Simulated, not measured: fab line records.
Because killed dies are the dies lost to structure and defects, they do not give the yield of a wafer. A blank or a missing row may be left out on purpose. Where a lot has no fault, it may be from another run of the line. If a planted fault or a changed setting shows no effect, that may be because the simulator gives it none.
Split-lot trial :: flow berkeley-cmos170 :: route with 331 steps; 5 lots, 23 wafers read

ON THE SPLIT
At UCB170_M2_COAT_05 (resist thk 900 nm), the setting spin-rpm was moved away from the recipe's 1500 rpm on 7 of the 23 wafers read, by -3.9% to +2.9%. All remaining wafers had this setting at the recipe value.

The reading comes from the split's own step.

THE READING
KrF_of_M2_COAT_05.thk-nm (the simulator's own value, which no gauge read), in nm, at UCB170_M2_COAT_05 (resist thk 900 nm). The file gives no usual value for it. Average 901.8 nm, standard deviation 2.2 nm, over the 16 wafers here run with the recipe.

wafer: L074.1
tool, chamber at the split: litho-track-01, 0
spin-rpm as run, rpm: 1500
against the recipe: recipe
KrF_of_M2_COAT_05.thk-nm, nm: 899.1
against lot-mates on the recipe: -

wafer: L074.3
tool, chamber at the split: litho-track-01, 0
spin-rpm as run, rpm: 1500
against the recipe: recipe
KrF_of_M2_COAT_05.thk-nm, nm: 898.4
against lot-mates on the recipe: -

wafer: L074.4
tool, chamber at the split: litho-track-01, 0
spin-rpm as run, rpm: 1500
against the recipe: recipe
KrF_of_M2_COAT_05.thk-nm, nm: 896.4
against lot-mates on the recipe: -

wafer: L074.5
tool, chamber at the split: litho-track-01, 0
spin-rpm as run, rpm: 1500
against the recipe: recipe
KrF_of_M2_COAT_05.thk-nm, nm: 901.4
against lot-mates on the recipe: -

wafer: L074.6
tool, chamber at the split: litho-track-01, 0
spin-rpm as run, rpm: 1500
against the recipe: recipe
KrF_of_M2_COAT_05.thk-nm, nm: 901.9
against lot-mates on the recipe: -

wafer: L077.1
tool, chamber at the split: litho-track-04, 0
spin-rpm as run, rpm: 1500
against the recipe: recipe
KrF_of_M2_COAT_05.thk-nm, nm: 903.1
against lot-mates on the recipe: -

wafer: L077.2
tool, chamber at the split: litho-track-04, 0
spin-rpm as run, rpm: 1500
against the recipe: recipe
KrF_of_M2_COAT_05.thk-nm, nm: 903.8
against lot-mates on the recipe: -

wafer: L077.3
tool, chamber at the split: litho-track-04, 0
spin-rpm as run, rpm: 1442
against the recipe: -3.9%
KrF_of_M2_COAT_05.thk-nm, nm: 923
against lot-mates on the recipe: +19.5

wafer: L077.4
tool, chamber at the split: litho-track-04, 0
spin-rpm as run, rpm: 1442
against the recipe: -3.9%
KrF_of_M2_COAT_05.thk-nm, nm: 921.6
against lot-mates on the recipe: +18.1

wafer: L077.6
tool, chamber at the split: litho-track-04, 0
spin-rpm as run, rpm: 1442
against the recipe: -3.9%
KrF_of_M2_COAT_05.thk-nm, nm: 919
against lot-mates on the recipe: +15.5

wafer: L080.1
tool, chamber at the split: litho-track-04, 0
spin-rpm as run, rpm: 1500
against the recipe: recipe
KrF_of_M2_COAT_05.thk-nm, nm: 905.2
against lot-mates on the recipe: -

wafer: L080.3
tool, chamber at the split: litho-track-04, 0
spin-rpm as run, rpm: 1500
against the recipe: recipe
KrF_of_M2_COAT_05.thk-nm, nm: 904
against lot-mates on the recipe: -

wafer: L080.4
tool, chamber at the split: litho-track-04, 0
spin-rpm as run, rpm: 1543
against the recipe: +2.9%
KrF_of_M2_COAT_05.thk-nm, nm: 890.4
against lot-mates on the recipe: -13.7

wafer: L080.5
tool, chamber at the split: litho-track-04, 0
spin-rpm as run, rpm: 1543
against the recipe: +2.9%
KrF_of_M2_COAT_05.thk-nm, nm: 889.5
against lot-mates on the recipe: -14.6

wafer: L080.6
tool, chamber at the split: litho-track-04, 0
spin-rpm as run, rpm: 1500
against the recipe: recipe
KrF_of_M2_COAT_05.thk-nm, nm: 903
against lot-mates on the recipe: -

wafer: L085.2
tool, chamber at the split: litho-track-01, 0
spin-rpm as run, rpm: 1500
against the recipe: recipe
KrF_of_M2_COAT_05.thk-nm, nm: 902.6
against lot-mates on the recipe: -

wafer: L085.3
tool, chamber at the split: litho-track-01, 0
spin-rpm as run, rpm: 1500
against the recipe: recipe
KrF_of_M2_COAT_05.thk-nm, nm: 902.2
against lot-mates on the recipe: -

wafer: L085.5
tool, chamber at the split: litho-track-01, 0
spin-rpm as run, rpm: 1500
against the recipe: recipe
KrF_of_M2_COAT_05.thk-nm, nm: 900.1
against lot-mates on the recipe: -

wafer: L083.1
tool, chamber at the split: litho-track-03, 0
spin-rpm as run, rpm: 1500
against the recipe: recipe
KrF_of_M2_COAT_05.thk-nm, nm: 902.9
against lot-mates on the recipe: -

wafer: L083.3
tool, chamber at the split: litho-track-03, 0
spin-rpm as run, rpm: 1458
against the recipe: -2.8%
KrF_of_M2_COAT_05.thk-nm, nm: 916.6
against lot-mates on the recipe: +13.9

wafer: L083.4
tool, chamber at the split: litho-track-03, 0
spin-rpm as run, rpm: 1500
against the recipe: recipe
KrF_of_M2_COAT_05.thk-nm, nm: 903.5
against lot-mates on the recipe: -

wafer: L083.5
tool, chamber at the split: litho-track-03, 0
spin-rpm as run, rpm: 1458
against the recipe: -2.8%
KrF_of_M2_COAT_05.thk-nm, nm: 914
against lot-mates on the recipe: +11.3

wafer: L083.6
tool, chamber at the split: litho-track-03, 0
spin-rpm as run, rpm: 1500
against the recipe: recipe
KrF_of_M2_COAT_05.thk-nm, nm: 901.8
against lot-mates on the recipe: -

THE FIT
A straight line over all 23 wafers: KrF_of_M2_COAT_05.thk-nm changes by -4.74 nm for each +1% of spin-rpm; r = -0.97; the points scatter about the line by 2.2 nm.
The same after taking each lot's own level away (the mean of its wafers on the recipe; 23 wafers): -4.66 nm for each +1%; r = -0.99; scatter 1.4 nm.
Per that fit: largest spin-rpm move, reading shift of 18 nm.
Across the lots, their own levels run from 899.44 to 904.07 nm, a range of 2.1 times the standard deviation given above.
The two slopes are in agreement: the lot-to-lot level therefore moves the slope only a little.
Check: for one of the wafers moved furthest among these (-3.9%), held out of the fit, the line's prediction against its lot-mates is +17.5 nm. It came out at +19.5 nm against them.

THE WHOLE CHAIN: every reading that the file lists as answering this split, in the file's order
step: UCB170_M2_COAT_05
what it does: resist thk 900 nm
reading: KrF_of_M2_COAT_05.thk-nm (the simulator's own value, which no gauge read)
change (the file's fit): -4.65 nm for each +1% of the setting
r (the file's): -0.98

step: UCB170_M2_STRIP_07
what it does: strips in O2
reading: strip-time-to-endpoint-s
change (the file's fit): withheld for each +1% of the setting
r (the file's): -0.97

THE FILE'S OWN FIT
KrF_of_M2_COAT_05.thk-nm changes by -4.65 nm for each +1% of spin-rpm, r = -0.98.
